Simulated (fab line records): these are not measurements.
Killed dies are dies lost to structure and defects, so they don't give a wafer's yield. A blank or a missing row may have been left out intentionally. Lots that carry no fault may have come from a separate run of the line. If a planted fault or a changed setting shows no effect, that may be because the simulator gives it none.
Which tool is to blame? / flow rit_cmos / 6 lots with 18 wafers sampled at 2 steps, on a route of 202 steps

WHAT THE GAUGES SHOWED, per wafer
RIT_GATE_THK_MEAS_09.
lot=L760; measured=day 2 19:02; on=film_metro-04; GATE_POLY_THK (nm)=250.3 249.5 248.5
lot=L762; measured=day 3 12:22; on=film_metro-01; GATE_POLY_THK (nm)=251.1 250.5 252.6
lot=L768; measured=day 4 15:58; on=film_metro-04; GATE_POLY_THK (nm)=151.6 152.5 152.4
lot=L772; measured=day 5 08:26; on=film_metro-01; GATE_POLY_THK (nm)=256.8 256.0 259.2
lot=L779; measured=day 6 19:17; on=film_metro-04; GATE_POLY_THK (nm)=253.8 253.7 253.3
lot=L782; measured=day 7 07:28; on=film_metro-01; GATE_POLY_THK (nm)=250.4 247.0 249.0

WHAT TOOL EACH LOT RAN ON (gives the tool, then ch and the chambers of the sampled wafers, and finally the start)
lot=L760; RIT_GATE_CVD_08=lpcvd-01 ch 0, day 2 17:25
lot=L762; RIT_GATE_CVD_08=lpcvd-02 ch 0, day 3 10:44
lot=L768; RIT_GATE_CVD_08=lpcvd-01 ch 0, day 4 13:31
lot=L772; RIT_GATE_CVD_08=lpcvd-02 ch 1, day 5 06:47
lot=L779; RIT_GATE_CVD_08=lpcvd-02 ch 1, day 6 17:40
lot=L782; RIT_GATE_CVD_08=lpcvd-02 ch 0, day 7 05:50
- RIT_GATE_CVD_08: deposits poly-Si from SiH4, target thk 250 nm, time 2220 s.

THE ANSWER, worked out from the rows above alone
Rule: what is usual is taken from the lots themselves. Put in order of their means at a reading, lots are off if they are a third of the lots or fewer, leave a main group of 4 or more, and stand apart from it by a gap of 3 or more times the standard deviation of the main group's means; of several such gaps the widest counts. A main group whose means are all the same, to the digits that the tables above print for the reading, isn't used. Also off: a lot with no number at a reading for which 4 or more lots have one. The other lots that the step has rows for count as sound.
Off: at RIT_GATE_THK_MEAS_09 (GATE_POLY_THK), L768. The main group: mean 252.1 nm, standard deviation 3.1.
A tool fits if, at a process step before that reading, it ran every lot that is off, and no sound lot after the first of them. The gauges at RIT_GATE_THK_MEAS_09 are tried like those tools. One candidate fits, namely lpcvd-01 at RIT_GATE_CVD_08. A fault onset in the window from L760 (day 2 17:25, its last sound lot) to L768 (day 4 13:31, its first lot off) fits.

WHAT THE SIMULATOR HAD PUT IN
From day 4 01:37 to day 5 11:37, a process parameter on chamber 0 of lpcvd-01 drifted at RIT_GATE_CVD_08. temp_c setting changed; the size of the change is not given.
Struck lots among those shown: L768. The rule above found the same.
